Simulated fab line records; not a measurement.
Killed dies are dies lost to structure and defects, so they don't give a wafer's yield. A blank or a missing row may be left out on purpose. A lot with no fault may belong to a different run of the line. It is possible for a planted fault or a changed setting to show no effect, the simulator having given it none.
Which tool was responsible? || flow berkeleyCmos170 || at 1 step of a route of 331, 14 lots with 42 wafers sampled

## WHAT THE GAUGES READ, wafer by wafer
Not one reading of a measure or inspect step in the record can be checked against a usual standard deviation.

## WHAT TOOL EACH LOT RAN ON (gives the tool, then ch and the chambers of the sampled wafers, and finally the start)
{"lot": "L115", "UCB170_V1_PEB_10": "lithoTrack-02 ch 0, day 7 03:59"}
{"lot": "L117", "UCB170_V1_PEB_10": "lithoTrack-04 ch 0, day 7 07:48"}
{"lot": "L118", "UCB170_V1_PEB_10": "lithoTrack-04 ch 0, day 7 11:35"}
{"lot": "L121", "UCB170_V1_PEB_10": "lithoTrack-02 ch 0, day 8 08:02"}
{"lot": "L123", "UCB170_V1_PEB_10": "lithoTrack-01 ch 0, day 8 08:22"}
{"lot": "L125", "UCB170_V1_PEB_10": "lithoTrack-02, day 8 18:51"}
{"lot": "L126", "UCB170_V1_PEB_10": "lithoTrack-02, day 8 19:11"}
{"lot": "L129", "UCB170_V1_PEB_10": "lithoTrack-02 ch 0, day 9 16:55"}
{"lot": "L132", "UCB170_V1_PEB_10": "lithoTrack-02 ch 0, day 11 02:31"}
{"lot": "L133", "UCB170_V1_PEB_10": "lithoTrack-04 ch 0, day 11 04:31"}
{"lot": "L134", "UCB170_V1_PEB_10": "lithoTrack-04 ch 0, day 11 09:26"}
{"lot": "L135", "UCB170_V1_PEB_10": "lithoTrack-04 ch 0, day 11 13:00"}
{"lot": "L138", "UCB170_V1_PEB_10": "lithoTrack-01 ch 0, day 12 03:25"}
{"lot": "L137", "UCB170_V1_PEB_10": "lithoTrack-02 ch 0, day 12 03:43"}
- UCB170_V1_PEB_10

## WHAT THE TOOLS THEMSELVES READ (means of the sampled wafers that have a number; where no wafer has one, the mark that the record gives instead)
UCB170_V1_PEB_10.
{"lot": "L115", "tool": "lithoTrack-02", "chillPlateTempC (C)": 22.99, "exhaustPa (Pa)": 45.0, "heaterPowerTotalW (W)": 56.78}
{"lot": "L117", "tool": "lithoTrack-04", "chillPlateTempC (C)": 22.94, "exhaustPa (Pa)": 46.9, "heaterPowerTotalW (W)": 56.78}
{"lot": "L118", "tool": "lithoTrack-04", "chillPlateTempC (C)": 22.96, "exhaustPa (Pa)": 44.9, "heaterPowerTotalW (W)": 56.76}
{"lot": "L121", "tool": "lithoTrack-02", "chillPlateTempC (C)": 22.96, "exhaustPa (Pa)": 44.1, "heaterPowerTotalW (W)": 56.82}
{"lot": "L123", "tool": "lithoTrack-01", "chillPlateTempC (C)": 22.92, "exhaustPa (Pa)": 45.0, "heaterPowerTotalW (W)": 56.77}
{"lot": "L125", "tool": "lithoTrack-02", "chillPlateTempC (C)": "-", "exhaustPa (Pa)": "-", "heaterPowerTotalW (W)": "-"}
{"lot": "L126", "tool": "lithoTrack-02", "chillPlateTempC (C)": "-", "exhaustPa (Pa)": "-", "heaterPowerTotalW (W)": "-"}
{"lot": "L129", "tool": "lithoTrack-02", "chillPlateTempC (C)": 22.99, "exhaustPa (Pa)": 45.2, "heaterPowerTotalW (W)": 56.84}
{"lot": "L132", "tool": "lithoTrack-02", "chillPlateTempC (C)": 23.09, "exhaustPa (Pa)": 45.4, "heaterPowerTotalW (W)": 56.81}
{"lot": "L133", "tool": "lithoTrack-04", "chillPlateTempC (C)": 22.85, "exhaustPa (Pa)": 45.2, "heaterPowerTotalW (W)": 56.80}
{"lot": "L134", "tool": "lithoTrack-04", "chillPlateTempC (C)": 22.95, "exhaustPa (Pa)": 43.0, "heaterPowerTotalW (W)": 56.79}
{"lot": "L135", "tool": "lithoTrack-04", "chillPlateTempC (C)": 22.95, "exhaustPa (Pa)": 45.3, "heaterPowerTotalW (W)": 56.80}
{"lot": "L138", "tool": "lithoTrack-01", "chillPlateTempC (C)": 23.07, "exhaustPa (Pa)": 44.7, "heaterPowerTotalW (W)": 56.76}
{"lot": "L137", "tool": "lithoTrack-02", "chillPlateTempC (C)": 22.88, "exhaustPa (Pa)": 45.1, "heaterPowerTotalW (W)": 56.82}

## THE ANSWER, worked out from the rows above alone
Rule: what is usual is taken from the lots themselves. Put in order of their means at a reading, lots are off if they are a third of the lots or fewer, leave a main group of 4 or more, and stand apart from it by a gap of 3 or more times the standard deviation of the main group's means; of several such gaps the widest counts. Not used: any main group whose means are identical at the precision the tables above print for the reading. Also off: a lot with no number at a reading for which 4 or more lots have one. Any other lot the step has rows for is counted as sound. After the gauges, taken in route order, come the tools' own readings; for these a lot's mean is taken, as printed above. The first step at which some lot is off is used, and at that step the reading that is off furthest; a lot without a number counts as furthest.
Off: L125, L126 (UCB170_V1_PEB_10, chillPlateTempC). Without a number there: L125, L126. The main group has a mean of 22.96 C with a standard deviation of 0.065.
A tool fits if, at that step or a process step before it, it ran every lot that is off, and no sound lot after the first of them. Not one of the candidates tried fits.

## WHAT THE SIMULATOR HAD INSERTED
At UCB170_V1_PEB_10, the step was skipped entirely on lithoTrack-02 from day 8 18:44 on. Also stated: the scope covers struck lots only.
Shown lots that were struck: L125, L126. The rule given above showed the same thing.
